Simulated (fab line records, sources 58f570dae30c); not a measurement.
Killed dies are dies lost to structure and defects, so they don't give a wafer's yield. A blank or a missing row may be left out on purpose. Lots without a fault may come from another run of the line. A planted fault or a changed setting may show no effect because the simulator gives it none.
A struck lot beside a sound one | flow berkeley_cmos170 | 15 steps out of a route of 331
Sound: wafers L936.1, L936.3, L936.6. Struck: wafers L958.1, L958.5, L958.6. The cause comes at the end.
At each step with rows: each side's tool, then ch and its chambers, then its first start. Under that, the readings that differ: sound wafers | struck wafers | difference of the means | sigmas: that difference in standard deviations of wafers without a fault.
alike: readings whose means differ by less than 2 such deviations, and words and numbers that are the same on both sides. not compared: withheld readings, readings that some wafer has no value for, bounds like >300 that may hide the same value, and numbers for which the record gives no deviation and whose values overlap.
The two part at a step that has a row with sigmas, a row that says differs or no value, or rows on one side only. Numbers that don't overlap but have no deviation are shown without sigmas and don't part them. A reading that every wafer of one side lacks parts them only if that side has two wafers or more.

first, 4 steps without rows for these wafers: UCB170_ACTIVE_SOFTBAKE_09 (time 60 s); UCB170_ACTIVE_EXPOSE_10 (exposes mask ACTIVE, target cd 1200 nm); UCB170_ACTIVE_PEB_11; UCB170_ACTIVE_DEVELOP_12 (develop time 45 s).
UCB170_ACTIVE_CD_MEAS_13: target cd 1200 nm.
  sound on cd_sem-02, day 3 23:30; struck on cd_sem-01, day 9 05:16
  alike: cd_nm
UCB170_ACTIVE_OVL_MEAS_14:
  sound on overlay-02, day 3 23:37; struck on overlay-02, day 9 05:23
  alike: ACTIVE_OVL
UCB170_ACTIVE_ETCH_15: etches Si3N4 in CH3F/Ar/O2, stops on SiO2, target depth 242 nm, time 151 s.
  sound on rie_diel-01 ch 0,1,2, day 3 23:39; struck on rie_diel-04 ch 2,3, day 9 05:25
  reading                     | sound       | struck      | difference | sigmas
  drypump_motor_current_A (A) | 6.2 6.4 5.9 | 4.8 5.4 4.8 | -1.2       | -2
  alike: oes_product_au, throttle_valve_pct
  not compared: rf_hours_counter_h
UCB170_ACTIVE_STRIP_16: strips in O2.
  sound on plasma_asher-04 ch 0,1, day 3 23:45; struck on plasma_asher-04 ch 0,1, day 9 05:31
  alike: drypump_motor_current_A, oes_product_au, strip_time_to_endpoint_s
  not compared: rf_hours_counter_h
UCB170_ACTIVE_CD_MEAS_90: target cd 1200 nm.
  sound on cd_sem-01, day 3 23:51; struck on cd_sem-01, day 9 05:39
  alike: cd_nm
then, 3 steps without rows for these wafers: UCB170_ACTIVE_CLEAN_17 (cleans in SPM, time 600 s); UCB170_PFIELD_HMDS_00 (prime time 60 s); UCB170_PFIELD_COAT_01 (resist thk 900 nm).
UCB170_PFIELD_SOFTBAKE_02: time 60 s.
  sound on litho_track-01 ch 0, day 4 00:33; struck on litho_track-03 ch 0, day 9 09:05
  reading                  | sound                | struck               | difference | sigmas
  heater_power_total_W (W) | 56.77 56.82 56.78    | 58.67 58.70 58.66    | +1.89      | +39
  plate_temp_C (C)         | 130.02 129.86 129.87 | 133.37 133.30 133.13 | +3.35      | +30
then, 1 step without rows for these wafers: UCB170_PFIELD_EXPOSE_03 (exposes mask PFIELD, target cd 1500 nm).
-- the record jumps here: 4 days lie between the struck wafers' starts before and after (it left off in module PFIELD and takes up again in module M3, whose first step shown is number 331 of the route) --
UCB170_M3_PROBE_99:
  the record has rows for the struck wafers here (prober-02, day 12 23:43) and none for the sound ones

WHERE THEY PART
First at UCB170_ACTIVE_ETCH_15; last, within this record, at UCB170_M3_PROBE_99.

WHY: what the simulator had put in
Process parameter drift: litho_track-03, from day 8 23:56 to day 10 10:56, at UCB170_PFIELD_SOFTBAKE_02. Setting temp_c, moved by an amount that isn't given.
